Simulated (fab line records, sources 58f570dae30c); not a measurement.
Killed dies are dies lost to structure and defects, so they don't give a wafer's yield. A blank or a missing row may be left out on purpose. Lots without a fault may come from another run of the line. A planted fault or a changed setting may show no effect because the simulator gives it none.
One fault seen from 2 desks | flow berkeley_cmos170 | each desk has only its own numbers; what lay behind them comes last

THE METROLOGY DESK
What the gauges read, lot by lot, whatever tool the lot ran on: means of the sampled wafers that have a number. A lot is out of limits, marked OUT, if its mean lies more than 4 standard deviations from the usual mean; the brackets give that distance.
Columns: A = GATE_POLY_THK at UCB170_GATE_THK_MEAS_05, usual 212.5 nm; B = cd_nm at UCB170_GATE_CD_MEAS_12, usual 350.0 nm
lot  | first seen here | A     | B
L875 | day 7 06:51     | 207.0 | 350.1
L876 | day 7 06:51     | 212.8 | 351.2
L877 | day 8 07:23     | 209.4 | 349.4
L879 | day 8 07:23     | 215.1 | 348.6
L882 | day 8 07:23     | 213.5 | 349.5
L884 | day 8 07:25     | 210.2 | 347.9
L880 | day 8 07:29     | 211.9 | 348.2
L878 | day 8 07:29     | 211.3 | 352.0
L889 | day 9 14:22     | 213.5 | 348.8
L891 | day 10 02:51    | 214.4 | 349.5
L896 | day 11 07:43    | 216.3 | 349.4
L897 | day 11 07:43    | 213.3 | 349.5
L893 | day 11 07:47    | 213.4 | 349.5
This desk's finding: nothing out of limits on any of the 13 lots.

THE TOOL OWNER'S DESK: rie_diel-01
The tool's own readings at UCB170_V1_ETCH_14 (etches SiO2 in CHF3/CF4/Ar, stops on Al, target depth 1250 nm, time 291 s): means of the sampled wafers that have a number, for each lot that ran on this tool. A lot is out of limits, marked OUT, if its mean lies more than 4 standard deviations from the usual mean; the brackets give that distance.
Columns: A = drypump_motor_current_A at UCB170_V1_ETCH_14, usual 5.6 A; B = oes_product_au at UCB170_V1_ETCH_14, usual 0.875 a.u.; C = throttle_valve_pct at UCB170_V1_ETCH_14, usual 7.04 %
lot  | first seen here | A   | B     | C
L876 | day 8 14:46     | 5.7 | 0.880 | 6.98
L880 | day 9 21:04     | 5.5 | 0.880 | 7.00
L884 | day 9 22:06     | 5.3 | 0.880 | 7.03
L889 | day 11 00:27    | 5.7 | 0.863 | 6.97
This desk's finding: nothing out of limits on any of the 4 lots.

PUT TOGETHER
The metrology desk saw nothing out of limits.
The tool owner's desk saw nothing out of limits.

WHAT THE SIMULATOR HAD PUT IN
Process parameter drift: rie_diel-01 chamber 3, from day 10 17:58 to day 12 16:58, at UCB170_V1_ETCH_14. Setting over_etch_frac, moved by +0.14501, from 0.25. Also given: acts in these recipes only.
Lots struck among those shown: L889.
